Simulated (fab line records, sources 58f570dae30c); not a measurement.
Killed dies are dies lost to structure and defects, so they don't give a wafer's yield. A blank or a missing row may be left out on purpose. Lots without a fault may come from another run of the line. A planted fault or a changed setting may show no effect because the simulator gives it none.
One fault seen from 2 desks | flow berkeley_cmos170 | each desk has only its own numbers; what lay behind them comes last

THE METROLOGY DESK
What the gauges read, lot by lot, whatever tool the lot ran on: means of the sampled wafers that have a number. A lot is out of limits, marked OUT, if its mean lies more than 4 standard deviations from the usual mean; the brackets give that distance.
Columns: A = CONTACT_OVL at UCB170_CONTACT_OVL_MEAS_16, usual 1 nm; B = V1_OVL at UCB170_V1_OVL_MEAS_13, usual 3 nm
lot  | first seen here | A  | B
L798 | day 7 09:19     | -2 | -2
L799 | day 7 10:10     | 0  | -3
L803 | day 7 18:26     | 1  | -1
L804 | day 8 05:03     | 0  | 2
L805 | day 8 18:47     | -2 | -1
L812 | day 10 02:25    | 3  | 2
L813 | day 10 08:07    | -3 | 7
L815 | day 10 12:53    | -4 | 2
L817 | day 10 16:35    | 2  | 1
L816 | day 10 16:51    | 9  | 1
L818 | day 11 09:53    | 5  | 9
L820 | day 11 14:46    | -4 | 8
L819 | day 11 16:28    | 9  | 3
L821 | day 11 16:43    | -5 | -0
This desk's finding: nothing out of limits on any of the 14 lots.

THE TOOL OWNER'S DESK: rie_diel-01
The tool's own readings at UCB170_M1_ETCH_11 (etches BARC in N2/H2): means of the sampled wafers that have a number, for each lot that ran on this tool. A lot is out of limits, marked OUT, if its mean lies more than 4 standard deviations from the usual mean; the brackets give that distance.
Columns: A = chamber_pressure_mTorr at UCB170_M1_ETCH_11, usual 30.002 mTorr; B = drypump_motor_current_A at UCB170_M1_ETCH_11, usual 5.6 A; C = oes_product_au at UCB170_M1_ETCH_11, usual 1.007 a.u.; D = throttle_valve_pct at UCB170_M1_ETCH_11, usual 13.32 %
lot  | first seen here | A                        | B   | C     | D
L799 | day 7 12:07     | 30.025                   | 5.6 | 1.004 | 13.26
L803 | day 7 20:47     | 29.973                   | 5.8 | 1.005 | 13.17
L804 | day 8 07:05     | 35.993 (+99 or more) OUT | 5.2 | 1.001 | 13.42
L805 | day 8 21:07     | 35.989 (+99 or more) OUT | 5.6 | 1.000 | 13.22
L818 | day 11 11:50    | 30.003                   | 5.8 | 1.016 | 13.25
L819 | day 11 18:25    | 30.006                   | 5.9 | 1.007 | 13.17
This desk's finding: out of limits on L804, L805; first on L804, day 8 07:05 (chamber_pressure_mTorr at UCB170_M1_ETCH_11). In limits: L799, L803, L818, L819.

PUT TOGETHER
The tool owner's desk could have raised an alarm at day 8 07:05, on L804, L805.
The metrology desk saw nothing out of limits.
The metrology desk has L804, L805 on record, within its limits.
Of the lots named, all ran UCB170_M1_ETCH_11 on rie_diel-01.

WHAT THE SIMULATOR HAD PUT IN
Process parameter drift: rie_diel-01, from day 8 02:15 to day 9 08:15, at UCB170_M1_ETCH_11. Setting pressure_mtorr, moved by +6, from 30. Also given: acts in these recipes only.
Lots struck among those shown: L804, L805.
Hours from the fault's start to each desk's first reading out of limits: the tool owner's desk, 5.
